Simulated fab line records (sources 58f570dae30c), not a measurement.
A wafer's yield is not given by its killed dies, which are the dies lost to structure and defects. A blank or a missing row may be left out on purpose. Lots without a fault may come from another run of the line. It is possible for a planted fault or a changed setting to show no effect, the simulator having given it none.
fab line records -- flow berkeley_cmos170
record lots=5, wafers=23
route steps=331 shown PSD@183 NSD@190 BACKSIDE@202 SDANNEAL@204 NLDD@209 SILICIDE@211 M1@245 V1@256
start_h: hours from the record's first day to the start of the lot's first wafer shown -- wait_h: hours elapsed since this lot's preceding step -- " unchanged from the row above -- L1.1+2: a single row standing in for several wafers -- - no value, or no start was given -- * or withheld: withheld -- < > ~ a bound
route shown NAME@n: names a module that has steps shown in the file, with the first one's number in the route -- usual: average and standard deviation across the fault-free wafers -- same: alike in all rows -- chamber/n: place in a boat -- sites: per-site readings -- _std_site: their standard deviation -- _edge_site: inner sites' mean taken away from outer sites' mean -- radius_mm: for every site, how far away it sits from the centre of the wafer -- mask NAME#n: copy n -- behind: tool/chamber where the wafer was last shaped -- hold: the reason the lot was held/the length of the hold in hours/how it ended -- device: which transistor (n, p or np) failed to switch -- end of line: at the end of the route, the tests of the same wafers -- a step given without rows: its recipe and nothing more -- killed: at the first sort, the dies lost to defects and structure; wafer yield is something else -- map: shows each die of a wafer: x if killed, . if not, _ if none is there
set.NAME: the setting the step ran with; set.NAME@STEP: the setting that earlier step ran with -- model.NAME: the simulator's own value behind a step, which no gauge read
one table per step and one row per wafer, for lots whose settings were changed on purpose
## steps
# step UCB170_PSD_IMPLANT_08
# recipe species=B, dose_cm2=3e+15, energy_kev=20, tilt_deg=7
lot.wafer,tool,chamber,start_h,wait_h,set.energy_kev,model.implant.rp_nm,model.implant.drp_nm
L075.1+3+6,implanter-01,0,162.68,0.0,21.01,69.15,29.47
L075.2+4,implanter-01,0,162.68,0.0,20,65.86,28.34
L074.1+3+4,implanter-02,0,163.09,0.0,20,65.08,28.34
L079.1+2+3+4+5,implanter-01,0,177.47,0.0,20,64.72,28.34
L081.1+2,implanter-01,0,192.80,0.0,20,65.68,28.34
L081.3+5+6,implanter-01,0,192.80,0.0,19.48,64,27.82
L083.1+6,implanter-04,0,202.25,0.0,20.93,68.18,29.37
L083.2+3+5,implanter-04,0,202.25,0.0,20,65.18,28.34
# step UCB170_PSD_STRIP_09
# recipe chemistry=O2, power_w=400, pressure_mtorr=3500, platen_temp_c=withheld, o2_flow_sccm=400, overash_fraction=0.5
# usual strip_time_to_endpoint_s=29.41/0.089
lot.wafer,tool,chamber,start_h,wait_h,set.resist_thk_nm@PSD_COAT_01,set.energy_kev@PSD_IMPLANT_08,strip_time_to_endpoint_s
L075.1,plasma_asher-03,1,162.83,0.1,859,21.01,28.86
L075.2,plasma_asher-03,0,162.83,0.1,900,20,29.33
L075.3,plasma_asher-03,0,162.83,0.1,859,21.01,28.87
L075.4,plasma_asher-03,1,162.83,0.1,859,20,28.39
L075.6,plasma_asher-03,0,162.83,0.1,900,21.01,29.82
L074.1,plasma_asher-02,0,163.24,0.1,900,20,29.39
L074.3,plasma_asher-02,0,163.24,0.1,900,20,29.34
L074.4,plasma_asher-02,1,163.24,0.1,900,20,29.43
L079.1,plasma_asher-03,0,177.62,0.1,943,20,30.42
L079.2,plasma_asher-03,1,177.62,0.1,900,20,29.47
L079.3,plasma_asher-03,0,177.62,0.1,943,20,30.45
L079.4,plasma_asher-03,1,177.62,0.1,900,20,29.49
L079.5,plasma_asher-03,0,177.62,0.1,943,20,30.42
L081.1,plasma_asher-04,1,192.95,0.1,900,20,29.50
L081.2,plasma_asher-04,0,192.95,0.1,937.4,20,30.35
L081.3,plasma_asher-04,1,192.95,0.1,900,19.48,29.21
L081.5,plasma_asher-04,0,192.95,0.1,937.4,19.48,30.15
L081.6,plasma_asher-04,1,192.95,0.1,937.4,19.48,30.20
L083.1,plasma_asher-03,0,202.40,0.1,900,20.93,29.75
L083.2,plasma_asher-03,1,202.40,0.1,900,20,29.37
L083.3,plasma_asher-03,1,202.40,0.1,900,20,29.39
L083.5,plasma_asher-03,0,202.40,0.1,900,20,29.46
L083.6,plasma_asher-03,1,202.40,0.1,900,20.93,29.78
# step UCB170_NSD_EXPOSE_03
# recipe mask_id=NSELECT_MOD, na=0.5, sigma_outer=0.6, source_shape=conventional, target_cd_nm=1200, dose_mj=30
lot.wafer,tool,chamber,start_h,wait_h,mask,set.dose_mj
L075.1+2+3+4+6,krf_scanner-02,0,163.78,0.2,NSELECT_MOD#0,30
L074.1+3+4,krf_scanner-02,0,164.68,0.2,NSELECT_MOD#0,30
L079.1+2+3+4+5,krf_scanner-02,0,178.92,0.3,NSELECT_MOD#0,30
L081.1+6,krf_scanner-01,0,194.96,0.2,NSELECT_MOD#0,31.82
L081.2+3+5,krf_scanner-01,0,194.96,0.2,NSELECT_MOD#0,30
L083.1+3+6,krf_scanner-02,0,203.37,0.1,NSELECT_MOD#0,30
L083.2+5,krf_scanner-02,0,203.37,0.1,NSELECT_MOD#0,31.9
# step UCB170_NSD_PEB_04
# recipe peb_temp_c=130, peb_time_s=withheld, resist=KrF
# step UCB170_NSD_DEVELOP_05
# recipe developer=TMAH, develop_time_s=45, resist=KrF, dev_temp_c=21
# step UCB170_NSD_CD_MEAS_06
# recipe target_cd_nm=1200
# usual cd_nm=1200.3/1.2
lot.wafer,tool,chamber,start_h,wait_h,set.dose_mj@NSD_EXPOSE_03,cd_nm
L075.1,cd_sem-01,-,164.69,-,30,1199.3
L075.2,cd_sem-01,-,164.69,-,30,1199.7
L075.3,cd_sem-01,-,164.69,-,30,1200.3
L075.4,cd_sem-01,-,164.69,-,30,1200.2
L075.6,cd_sem-01,-,164.69,-,30,1198.8
L074.1,cd_sem-02,-,165.17,-,30,1202.0
L074.3,cd_sem-02,-,165.17,-,30,1201.4
L074.4,cd_sem-02,-,165.17,-,30,1200.8
L079.1,cd_sem-02,-,179.31,-,30,1200.3
L079.2,cd_sem-02,-,179.31,-,30,1200.9
L079.3,cd_sem-02,-,179.31,-,30,1201.1
L079.4,cd_sem-02,-,179.31,-,30,1200.5
L079.5,cd_sem-02,-,179.31,-,30,1199.3
L081.1,cd_sem-01,-,195.51,-,31.82,1213.6
L081.2,cd_sem-01,-,195.51,-,30,1201.6
L081.3,cd_sem-01,-,195.51,-,30,1202.5
L081.5,cd_sem-01,-,195.51,-,30,1202.5
L081.6,cd_sem-01,-,195.51,-,31.82,1212.9
L083.1,cd_sem-01,-,203.82,-,30,1200.9
L083.2,cd_sem-01,-,203.82,-,31.9,1211.0
L083.3,cd_sem-01,-,203.82,-,30,1200.0
L083.5,cd_sem-01,-,203.82,-,31.9,1209.9
L083.6,cd_sem-01,-,203.82,-,30,1200.5
# step UCB170_BACKSIDE_STRIP_03
# recipe chemistry=O2, power_w=400, pressure_mtorr=3500, platen_temp_c=withheld, o2_flow_sccm=400, overash_fraction=0.5
# usual oes_product_au=0.734/0.0047, strip_time_to_endpoint_s=22.00/0.064
lot.wafer,tool,chamber,start_h,wait_h,set.power_w,oes_product_au,strip_time_to_endpoint_s
L075.1,plasma_asher-04,0,165.78,0.1,429.8,0.760,20.78
L075.2,plasma_asher-04,1,165.78,0.1,429.8,0.760,20.77
L075.3,plasma_asher-04,0,165.78,0.1,400,0.728,22.00
L075.4,plasma_asher-04,1,165.78,0.1,400,0.738,21.96
L075.6,plasma_asher-04,1,165.78,0.1,429.8,0.762,20.76
L074.1,plasma_asher-04,0,166.95,0.1,400,0.732,21.99
L074.3,plasma_asher-04,0,166.95,0.1,400,0.734,21.95
L074.4,plasma_asher-04,1,166.95,0.1,400,0.724,22.02
L079.1,plasma_asher-01,1,181.14,0.1,400,0.737,22.08
L079.2,plasma_asher-01,0,181.14,0.1,400,0.730,21.99
L079.3,plasma_asher-01,0,181.14,0.1,400,0.740,22.03
L079.4,plasma_asher-01,1,181.14,0.1,433,0.766,20.71
L079.5,plasma_asher-01,0,181.14,0.1,433,0.763,20.74
L081.1,plasma_asher-03,0,196.69,0.1,400,0.735,22.09
L081.2,plasma_asher-03,1,196.69,0.1,400,0.736,22.08
L081.3,plasma_asher-03,1,196.69,0.1,400,0.735,22.05
L081.5,plasma_asher-03,0,196.69,0.1,400,0.735,22.10
L081.6,plasma_asher-03,1,196.69,0.1,400,0.729,22.13
L083.1,plasma_asher-01,1,205.15,0.1,400,0.735,22.01
L083.2,plasma_asher-01,0,205.15,0.1,400,0.733,22.07
L083.3,plasma_asher-01,1,205.15,0.1,354.3,0.696,24.19
L083.5,plasma_asher-01,0,205.15,0.1,354.3,0.684,24.25
L083.6,plasma_asher-01,1,205.15,0.1,400,0.742,22.07
# step UCB170_BACKSIDE_CLEAN_04
# recipe chemistry=SPM, temp_c=120, time_s=600
# step UCB170_SDANNEAL_RTA_00
# recipe temp_c=900, time_s=10, ambient=N2
# step UCB170_SDANNEAL_RS_MEAS_05
# recipe thk_meas_gauge=four-point-probe
# usual NLDD_RS=616.1/1.4
lot.wafer,tool,chamber,start_h,wait_h,set.dose_cm2@NLDD_IMPLANT_08,NLDD_RS[ohm/sq]
L075.1,film_metro-04,-,166.71,0.1,5e+13,616.4
L075.2,film_metro-04,-,166.71,0.1,5e+13,614.8
L075.3,film_metro-04,-,166.71,0.1,5e+13,615.3
L075.4,film_metro-04,-,166.71,0.1,5e+13,615.7
L075.6,film_metro-04,-,166.71,0.1,5e+13,615.5
L074.1,film_metro-02,-,167.71,0.1,5e+13,616.5
L074.3,film_metro-02,-,167.71,0.1,5e+13,616.6
L074.4,film_metro-02,-,167.71,0.1,5e+13,618.1
L079.1,film_metro-04,-,181.97,0.1,4.89e+13,620.9
L079.2,film_metro-04,-,181.97,0.1,5e+13,617.4
L079.3,film_metro-04,-,181.97,0.1,5e+13,615.5
L079.4,film_metro-04,-,181.97,0.1,5e+13,617.5
L079.5,film_metro-04,-,181.97,0.1,4.89e+13,620.5
L081.1,film_metro-04,-,197.66,0.1,5e+13,616.4
L081.2,film_metro-04,-,197.66,0.1,5.124e+13,612.8
L081.3,film_metro-04,-,197.66,0.1,5e+13,616.5
L081.5,film_metro-04,-,197.66,0.1,5.124e+13,612.8
L081.6,film_metro-04,-,197.66,0.1,5e+13,615.6
L083.1,film_metro-04,-,205.91,0.1,5e+13,614.2
L083.2,film_metro-04,-,205.91,0.1,5e+13,615.2
L083.3,film_metro-04,-,205.91,0.1,5.209e+13,608.6
L083.5,film_metro-04,-,205.91,0.1,5e+13,614.7
L083.6,film_metro-04,-,205.91,0.1,5.209e+13,606.4
# step UCB170_SILICIDE_SPUTTER_01
# recipe material=Ti, target_thk_nm=30, time_s=25, power_w=1500, chamber_pressure_pa=0.5
lot.wafer,tool,chamber,start_h,wait_h,set.time_s,model.Ti_of_SILICIDE_SPUTTER_01.thk_nm
L075.1,pvd_sputter-04,-,166.89,0.0,22.27,26.73
L075.2,pvd_sputter-04,-,166.89,0.0,25,30.49
L075.3,pvd_sputter-04,-,166.89,0.0,25,30.07
L075.4,pvd_sputter-04,-,166.89,0.0,22.27,26.78
L075.6,pvd_sputter-04,-,166.89,0.0,25,30.55
L074.1,pvd_sputter-04,-,167.89,0.0,25,30.08
L074.3,pvd_sputter-04,-,167.89,0.0,25,30.37
L074.4,pvd_sputter-04,-,167.89,0.0,25,30.2
L079.1,pvd_sputter-01,-,182.16,0.0,22.68,27.44
L079.2,pvd_sputter-01,-,182.16,0.0,25,30
L079.3,pvd_sputter-01,-,182.16,0.0,22.68,27.26
L079.4,pvd_sputter-01,-,182.16,0.0,25,30.12
L079.5,pvd_sputter-01,-,182.16,0.0,25,29.95
L081.1,pvd_sputter-03,-,197.84,0.0,25,30.06
L081.2,pvd_sputter-03,-,197.84,0.0,25,30.56
L081.3,pvd_sputter-03,-,197.84,0.0,21.94,26.55
L081.5,pvd_sputter-03,-,197.84,0.0,21.94,26.81
L081.6,pvd_sputter-03,-,197.84,0.0,25,30.48
L083.1,pvd_sputter-03,-,206.10,0.0,23.49,28.21
L083.2,pvd_sputter-03,-,206.10,0.0,23.49,28.64
L083.3,pvd_sputter-03,-,206.10,0.0,23.49,28
L083.5,pvd_sputter-03,-,206.10,0.0,25,29.93
L083.6,pvd_sputter-03,-,206.10,0.0,25,29.66
# step UCB170_SILICIDE_RS_MEAS_02
# recipe thk_meas_gauge=four-point-probe, reads=Ti_of_SILICIDE_SPUTTER_01
# usual SILICIDE_TI_RS=26.10/0.29
lot.wafer,tool,chamber,start_h,wait_h,set.time_s@SILICIDE_SPUTTER_01,SILICIDE_TI_RS[ohm/sq]
L075.1,film_metro-03,-,166.92,0.0,22.27,29.92
L075.2,film_metro-03,-,166.92,0.0,25,25.66
L075.3,film_metro-03,-,166.92,0.0,25,26.02
L075.4,film_metro-03,-,166.92,0.0,22.27,29.89
L075.6,film_metro-03,-,166.92,0.0,25,25.54
L074.1,film_metro-02,-,167.92,0.0,25,26.08
L074.3,film_metro-02,-,167.92,0.0,25,25.79
L074.4,film_metro-02,-,167.92,0.0,25,25.91
L079.1,film_metro-03,-,182.19,0.0,22.68,29.07
L079.2,film_metro-03,-,182.19,0.0,25,26.12
L079.3,film_metro-03,-,182.19,0.0,22.68,29.25
L079.4,film_metro-03,-,182.19,0.0,25,26.02
L079.5,film_metro-03,-,182.19,0.0,25,26.19
L081.1,film_metro-04,-,197.87,0.0,25,26.08
L081.2,film_metro-04,-,197.87,0.0,25,25.56
L081.3,film_metro-04,-,197.87,0.0,21.94,30.20
L081.5,film_metro-04,-,197.87,0.0,21.94,29.84
L081.6,film_metro-04,-,197.87,0.0,25,25.68
L083.1,film_metro-04,-,206.13,0.0,23.49,28.13
L083.2,film_metro-04,-,206.13,0.0,23.49,27.64
L083.3,film_metro-04,-,206.13,0.0,23.49,28.35
L083.5,film_metro-04,-,206.13,0.0,25,26.27
L083.6,film_metro-04,-,206.13,0.0,25,26.50
# step UCB170_SILICIDE_THK_MEAS_03
# recipe thk_meas_gauge=xrf, reads=Ti_of_SILICIDE_SPUTTER_01
# usual SILICIDE_TI_THK=29.50/0.28
lot.wafer,tool,chamber,start_h,wait_h,set.time_s@SILICIDE_SPUTTER_01,SILICIDE_TI_THK[nm]
L075.1,film_metro-03,-,167.04,0.1,22.27,26.13
L075.2,film_metro-03,-,167.04,0.1,25,29.93
L075.3,film_metro-03,-,167.04,0.1,25,29.46
L075.4,film_metro-03,-,167.04,0.1,22.27,26.20
L075.6,film_metro-03,-,167.04,0.1,25,29.83
L074.1,film_metro-02,-,168.04,0.1,25,29.58
L074.3,film_metro-02,-,168.04,0.1,25,29.92
L074.4,film_metro-02,-,168.04,0.1,25,29.66
L079.1,film_metro-03,-,182.31,0.1,22.68,26.78
L079.2,film_metro-03,-,182.31,0.1,25,29.21
L079.3,film_metro-03,-,182.31,0.1,22.68,26.60
L079.4,film_metro-03,-,182.31,0.1,25,29.50
L079.5,film_metro-03,-,182.31,0.1,25,29.26
L081.1,film_metro-04,-,197.99,0.1,25,29.66
L081.2,film_metro-04,-,197.99,0.1,25,30.17
L081.3,film_metro-04,-,197.99,0.1,21.94,26.33
L081.5,film_metro-04,-,197.99,0.1,21.94,26.34
L081.6,film_metro-04,-,197.99,0.1,25,30.10
L083.1,film_metro-04,-,206.25,0.1,23.49,27.79
L083.2,film_metro-04,-,206.25,0.1,23.49,28.15
L083.3,film_metro-04,-,206.25,0.1,23.49,27.53
L083.5,film_metro-04,-,206.25,0.1,25,29.53
L083.6,film_metro-04,-,206.25,0.1,25,29.29
# step UCB170_M1_PEB_07
# recipe peb_temp_c=130, peb_time_s=withheld, resist=KrF
lot.wafer,tool,chamber,start_h,wait_h,set.peb_temp_c
L075.1+2,litho_track-02,0,174.04,0.3,130
L075.3+4+6,litho_track-02,0,174.04,0.3,131.5
L074.1+3+4,litho_track-02,0,176.52,0.4,130
L079.1+2+3+4+5,litho_track-02,0,190.10,0.1,130
L081.1+3,litho_track-04,0,205.10,0.3,126.3
L081.2+5+6,litho_track-04,0,205.10,0.3,130
L083.1+2+3+5+6,litho_track-02,0,213.70,0.3,130
# step UCB170_M1_DEVELOP_08
# recipe developer=TMAH, develop_time_s=45, resist=KrF, dev_temp_c=21
# step UCB170_M1_CD_MEAS_09
# recipe target_cd_nm=700
# usual cd_nm=699.6/1.2
lot.wafer,tool,chamber,start_h,wait_h,set.peb_temp_c@M1_PEB_07,cd_nm
L075.1,cd_sem-01,-,174.32,-,130,701.4
L075.2,cd_sem-01,-,174.32,-,130,700.7
L075.3,cd_sem-01,-,174.32,-,131.5,693.1
L075.4,cd_sem-01,-,174.32,-,131.5,691.6
L075.6,cd_sem-01,-,174.32,-,131.5,691.2
L074.1,cd_sem-01,-,176.80,-,130,700.4
L074.3,cd_sem-01,-,176.80,-,130,700.5
L074.4,cd_sem-01,-,176.80,-,130,700.1
L079.1,cd_sem-01,-,190.37,-,130,698.2
L079.2,cd_sem-01,-,190.37,-,130,698.1
L079.3,cd_sem-01,-,190.37,-,130,698.1
L079.4,cd_sem-01,-,190.37,-,130,697.9
L079.5,cd_sem-01,-,190.37,-,130,699.3
L081.1,cd_sem-02,-,205.37,-,126.3,726.9
L081.2,cd_sem-02,-,205.37,-,130,696.7
L081.3,cd_sem-02,-,205.37,-,126.3,726.6
L081.5,cd_sem-02,-,205.37,-,130,698.5
L081.6,cd_sem-02,-,205.37,-,130,698.2
L083.1,cd_sem-02,-,213.98,-,130,700.2
L083.2,cd_sem-02,-,213.98,-,130,699.8
L083.3,cd_sem-02,-,213.98,-,130,700.0
L083.5,cd_sem-02,-,213.98,-,130,699.4
L083.6,cd_sem-02,-,213.98,-,130,698.6
# step UCB170_M1_ETCH_11
# recipe chemistry=N2/H2, target_depth_a=withheld, overetch_a=withheld, target=BARC, time_s=withheld, source_w=500, bias_w=100, pressure_mtorr=30, n2_flow_sccm=100, h2_flow_sccm=200
lot.wafer,tool,chamber,start_h,wait_h,set.peb_temp_c@M1_PEB_07,model.M1.cd_nm
L075.1,rie_diel-02,1,174.47,0.0,130,701
L075.2,rie_diel-02,0,174.47,0.0,130,701.2
L075.3,rie_diel-02,2,174.47,0.0,131.5,693.1
L075.4,rie_diel-02,3,174.47,0.0,131.5,691.3
L075.6,rie_diel-02,0,174.47,0.0,131.5,692.8
L074.1,rie_diel-02,0,176.95,0.0,130,701.2
L074.3,rie_diel-02,2,176.95,0.0,130,701
L074.4,rie_diel-02,1,176.95,0.0,130,700.2
L079.1+5,rie_diel-02,"0,3",190.53,0.0,130,698.8
L079.2,rie_diel-02,1,190.53,0.0,130,697.5
L079.3,rie_diel-02,2,190.53,0.0,130,697.7
L079.4,rie_diel-02,3,190.53,0.0,130,697.8
L081.1,rie_diel-02,2,205.53,0.0,126.3,727.3
L081.2,rie_diel-02,0,205.53,0.0,130,697.2
L081.3,rie_diel-02,3,205.53,0.0,126.3,726.7
L081.5,rie_diel-02,0,205.53,0.0,130,699.4
L081.6,rie_diel-02,1,205.53,0.0,130,698.4
L083.1,rie_diel-01,2,214.13,0.0,130,700.1
L083.2+5+6,rie_diel-01,"0,0,2",214.13,0.0,130,698.6
L083.3,rie_diel-01,2,214.13,0.0,130,699.7
# step UCB170_M1_METAL_ETCH_12
# recipe chemistry=Cl2/BCl3, target=Al, stop_on=PSG, pressure_mtorr=12, target_depth_a=7800, over_etch_frac=0.3, time_s=130, icp_w=600, bias_w=120, Cl2_flow_sccm=90, bcl3_flow_sccm=45
lot.wafer,tool,chamber,start_h,wait_h,set.peb_temp_c@M1_PEB_07,model.M1.cd_nm
L075.1,rie_metal-03,1,174.52,-,130,697.2
L075.2,rie_metal-03,0,174.52,-,130,702.7
L075.3,rie_metal-03,0,174.52,-,131.5,692.5
L075.4,rie_metal-03,1,174.52,-,131.5,686.5
L075.6,rie_metal-03,1,174.52,-,131.5,689.5
L074.1,rie_metal-03,1,176.99,-,130,697.6
L074.3,rie_metal-03,0,176.99,-,130,699.9
L074.4,rie_metal-03,1,176.99,-,130,696.3
L079.1,rie_metal-02,0,190.57,-,130,698.6
L079.2+4,rie_metal-02,"1,0",190.57,-,130,698.5
L079.3,rie_metal-02,1,190.57,-,130,698.9
L079.5,rie_metal-02,1,190.57,-,130,699.1
L081.1+3,rie_metal-02,0,205.57,-,126.3,723.9
L081.2,rie_metal-02,1,205.57,-,130,697.1
L081.5,rie_metal-02,1,205.57,-,130,698.8
L081.6,rie_metal-02,0,205.57,-,130,695.2
L083.1,rie_metal-02,0,214.20,-,130,697
L083.2,rie_metal-02,1,214.20,-,130,698.5
L083.3,rie_metal-02,1,214.20,-,130,697.7
L083.5,rie_metal-02,0,214.20,-,130,694.5
L083.6,rie_metal-02,1,214.20,-,130,697.5
# step UCB170_M1_STRIP_13
# recipe chemistry=O2, power_w=400, pressure_mtorr=3500, platen_temp_c=withheld, o2_flow_sccm=400, overash_fraction=0.5
# step UCB170_M1_CD_MEAS_90
# recipe target_cd_nm=700
# usual cd_nm=699.3/2.5
lot.wafer,tool,chamber,start_h,wait_h,set.peb_temp_c@M1_PEB_07,cd_nm
L075.1,cd_sem-01,-,174.75,0.1,130,697.0
L075.2,cd_sem-01,-,174.75,0.1,130,702.6
L075.3,cd_sem-01,-,174.75,0.1,131.5,692.7
L075.4,cd_sem-01,-,174.75,0.1,131.5,686.7
L075.6,cd_sem-01,-,174.75,0.1,131.5,689.5
L074.1,cd_sem-02,-,177.23,0.1,130,697.5
L074.3,cd_sem-02,-,177.23,0.1,130,699.4
L074.4,cd_sem-02,-,177.23,0.1,130,696.6
L079.1,cd_sem-01,-,190.85,0.1,130,698.5
L079.2,cd_sem-01,-,190.85,0.1,130,698.6
L079.3,cd_sem-01,-,190.85,0.1,130,699.2
L079.4,cd_sem-01,-,190.85,0.1,130,698.6
L079.5,cd_sem-01,-,190.85,0.1,130,699.0
L081.1,cd_sem-02,-,205.81,0.1,126.3,724.2
L081.2,cd_sem-02,-,205.81,0.1,130,696.9
L081.3,cd_sem-02,-,205.81,0.1,126.3,724.1
L081.5,cd_sem-02,-,205.81,0.1,130,698.8
L081.6,cd_sem-02,-,205.81,0.1,130,695.0
L083.1,cd_sem-01,-,214.43,0.1,130,697.1
L083.2,cd_sem-01,-,214.43,0.1,130,698.2
L083.3,cd_sem-01,-,214.43,0.1,130,697.8
L083.5,cd_sem-01,-,214.43,0.1,130,694.4
L083.6,cd_sem-01,-,214.43,0.1,130,697.5
# step UCB170_V1_CMP_02
# recipe material=SiO2, down_force_psi=6, platen_rpm=60, pad_velocity_m_s=0.75398
lot.wafer,tool,chamber,start_h,wait_h,set.leave_above_ref_nm,model.SiO2_of_V1_CVD_00.thk_nm
L075.2,cmp-02,0,176.42,0.0,931.5,930.6
L075.1,cmp-02,1,176.42,0.0,1000,999.7
L075.3,cmp-02,2,176.42,0.0,931.5,931.2
L075.4,cmp-02,3,176.42,0.0,931.5,930.8
L075.6,cmp-02,1,176.42,0.0,1000,999.2
L074.4+3,cmp-01,"0,3",179.19,0.0,1000,998.8
L074.1,cmp-01,1,179.19,0.0,1000,1000
L079.3+1,cmp-02,"0,1",192.60,0.0,1024,1023
L079.4,cmp-02,2,192.60,0.0,1024,1024
L079.2,cmp-02,3,192.60,0.0,1000,1000
L079.5,cmp-02,0,192.60,0.0,1000,999.5
L081.1,cmp-02,1,208.32,0.1,1000,999.4
L081.3,cmp-02,2,208.32,0.1,1000,1000
L081.2,cmp-02,0,208.32,0.1,1000,999.1
L081.5,cmp-02,1,208.32,0.1,929.9,929.2
L081.6,cmp-02,2,208.32,0.1,929.9,930
L083.2,cmp-01,2,216.10,0.0,952.1,951.5
L083.1,cmp-01,3,216.10,0.0,952.1,952.1
L083.3,cmp-01,0,216.10,0.0,1000,999.3
L083.5,cmp-01,2,216.10,0.0,1000,1000
L083.6,cmp-01,3,216.10,0.0,1000,999.7
# step UCB170_V1_THK_MEAS_04
# recipe reads=SiO2_of_V1_CVD_00
# usual V1_POLISHED_THK=999.6/0.92
lot.wafer,tool,chamber,start_h,wait_h,set.leave_above_ref_nm@V1_CMP_02,V1_POLISHED_THK[nm]
L075.1,film_metro-03,-,176.84,0.1,1000,999.1
L075.2,film_metro-03,-,176.84,0.1,931.5,929.9
L075.3,film_metro-03,-,176.84,0.1,931.5,931.0
L075.4,film_metro-03,-,176.84,0.1,931.5,930.6
L075.6,film_metro-03,-,176.84,0.1,1000,999.0
L074.1,film_metro-04,-,179.65,0.1,1000,1000.8
L074.3,film_metro-04,-,179.65,0.1,1000,998.6
L074.4,film_metro-04,-,179.65,0.1,1000,998.6
L079.1,film_metro-04,-,193.02,0.1,1024,1022.6
L079.2,film_metro-04,-,193.02,0.1,1000,999.7
L079.3,film_metro-04,-,193.02,0.1,1024,1024.2
L079.4,film_metro-04,-,193.02,0.1,1024,1024.8
L079.5,film_metro-04,-,193.02,0.1,1000,999.5
L081.1,film_metro-01,-,208.74,0.1,1000,999.0
L081.2,film_metro-01,-,208.74,0.1,1000,998.4
L081.3,film_metro-01,-,208.74,0.1,1000,999.7
L081.5,film_metro-01,-,208.74,0.1,929.9,929.5
L081.6,film_metro-01,-,208.74,0.1,929.9,929.6
L083.1,film_metro-04,-,216.54,0.1,952.1,951.6
L083.2,film_metro-04,-,216.54,0.1,952.1,951.4
L083.3,film_metro-04,-,216.54,0.1,1000,999.3
L083.5,film_metro-04,-,216.54,0.1,1000,999.9
L083.6,film_metro-04,-,216.54,0.1,1000,999.7
## key
split step=UCB170_PSD_IMPLANT_08, setting=energy_kev, stated=20, by=wafer
response step=UCB170_PSD_IMPLANT_08, reading=model.implant.rp_nm, change=+0.648, per=1%, r=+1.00
response step=UCB170_PSD_IMPLANT_08, reading=model.implant.drp_nm, change=+0.221, per=1%, r=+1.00
response step=UCB170_PSD_STRIP_09, reading=strip_time_to_endpoint_s, slope=*, per=1%, together_with=resist_thk_nm@PSD_COAT_01, explained=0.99
split step=UCB170_NSD_EXPOSE_03, setting=dose_mj, stated=30, by=wafer
response step=UCB170_NSD_CD_MEAS_06, reading=cd_nm, change=+1.69, per=1%, r=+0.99
split step=UCB170_BACKSIDE_STRIP_03, setting=power_w, stated=400, by=wafer
response step=UCB170_BACKSIDE_STRIP_03, reading=oes_product_au, change=+0.00388, per=1%, r=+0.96
response step=UCB170_BACKSIDE_STRIP_03, reading=strip_time_to_endpoint_s, change=*, per=1%, r=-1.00
split step=UCB170_SILICIDE_SPUTTER_01, setting=time_s, stated=25, by=wafer
response step=UCB170_SILICIDE_SPUTTER_01, reading=model.Ti_of_SILICIDE_SPUTTER_01.thk_nm, change=+0.303, per=1%, r=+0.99
response step=UCB170_SILICIDE_RS_MEAS_02, reading=SILICIDE_TI_RS, change=-0.347, per=1%, r=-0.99
response step=UCB170_SILICIDE_THK_MEAS_03, reading=SILICIDE_TI_THK, change=+0.3, per=1%, r=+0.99
split step=UCB170_M1_PEB_07, setting=peb_temp_c, stated=130, by=wafer
response step=UCB170_M1_CD_MEAS_09, reading=cd_nm, change=-9.84, per=1%, r=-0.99
response step=UCB170_M1_ETCH_11, reading=model.M1.cd_nm, change=-9.73, per=1%, r=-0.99
response step=UCB170_M1_METAL_ETCH_12, reading=model.M1.cd_nm, change=-9.39, per=1%, r=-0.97
response step=UCB170_M1_CD_MEAS_90, reading=cd_nm, change=-9.47, per=1%, r=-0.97
split step=UCB170_V1_CMP_02, setting=leave_above_ref_nm, stated=1000, by=wafer
response step=UCB170_V1_CMP_02, reading=model.SiO2_of_V1_CVD_00.thk_nm, change=+9.99, per=1%, r=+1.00
response step=UCB170_V1_THK_MEAS_04, reading=V1_POLISHED_THK, change=+9.98, per=1%, r=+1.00
split outside_this_file step=UCB170_NLDD_IMPLANT_08 setting=dose_cm2
split outside_this_file step=UCB170_PSD_COAT_01 setting=resist_thk_nm
# split outside_this_file: this setting was split too, and the file shows its column; the key of that split is in another file
